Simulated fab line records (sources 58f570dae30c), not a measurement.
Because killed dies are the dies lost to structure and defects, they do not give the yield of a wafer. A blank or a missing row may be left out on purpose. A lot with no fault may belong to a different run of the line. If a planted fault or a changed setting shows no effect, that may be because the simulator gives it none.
Problem report in the 8D (eight disciplines) form, filled by code | flow berkeley cmos170 | the parts of the form that need people (team, actions taken, sign-off) are left out

== 1. WHAT WENT WRONG ==
At UCB170_M3_SPUTTER_01, cathode dc power W averages 6137.4 W over 6 wafers from 2 lots, while fault-free wafers read 6000.0 W, standard deviation 1.1. So: +99 or more standard deviations from the usual mean.
The step: material Al, target thk 900 nm, time 120 s.
The first sign was on wafer L712.1 at day 9 19:00, on pvd sputter-02. Wafers with a number at this step in the record: 18, from 6 lots. Rule for "out", or "out of limits": more than 4 standard deviations from the usual mean. Any other wafer with a number is counted as sound.

== 2. WHAT IT IS AND WHAT IT IS NOT ==
question                    | is                     | is not
which readings at this step | cathode dc power W     | throttle valve pct
which lots                  | L712, L713             | L704, L720, L723, L726
which wafers of those lots  | all that have a number | -
read on which tools         | pvd sputter-02         | pvd sputter-01, pvd sputter-04
when                        | from day 9 19:00       | up to then (3 sound wafers); but 9 sound wafers of L720, L723, L726 came after

== 3. WHAT RULES OUT EACH SUSPECT ==
Counting: any tool at a process step up to the reading is kept as a suspect provided that every lot that is out went through it and no sound lot did after the first of them.
- pvd sputter-02 at UCB170_M3_SPUTTER_01 (material Al, target thk 900 nm, time 120 s): kept. Every lot that is out went through it, starting with L712 (day 9 19:00), and after that it ran no sound lot; the last sound lot it ran before then is L704 (day 7 23:50). Its own readings are out on those wafers: cathode dc power W.
Left after counting: pvd sputter-02 at UCB170_M3_SPUTTER_01.

== 4. THE CAUSE (what the simulator had put in) ==
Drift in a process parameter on pvd sputter-02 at UCB170_M3_SPUTTER_01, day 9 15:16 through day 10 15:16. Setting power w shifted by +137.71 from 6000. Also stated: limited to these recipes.
The count eliminated every tool but this one.

== 5. SEQUENCE OF EFFECTS, ordered by route ==
Rows list readings where the struck wafers' mean (over those with a number) sits beyond 3 standard deviations from the usual. Scope: only readings with a usual standard deviation given in the record; hours: median across lots of the time from each lot's start at the first step in this table that gives one to its start at this step; sigmas: change in usual standard deviations.
hours | step                 | reading            | usual    | on struck wafers | change | sigmas
0     | UCB170_M3_SPUTTER_01 | cathode dc power W | 6000.0 W | 6137.4           | +137.4 | +99 or more
Process steps it contains:
- UCB170_M3_SPUTTER_01: material Al, target thk 900 nm, time 120 s.
At these later measuring or inspecting steps, every struck wafer for which the step has a row has a number for every such reading, and none has moved that far: UCB170_M3_RS_MEAS_02, UCB170_M3_THK_MEAS_03, UCB170_M3_CD_MEAS_15, UCB170_M3_OVL_MEAS_16.

== 6. HOW IT WOULD HAVE BEEN CAUGHT EARLIER ==
In this record no reading fell out of limits until day 9 19:00, 4 hours after the fault had begun at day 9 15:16.
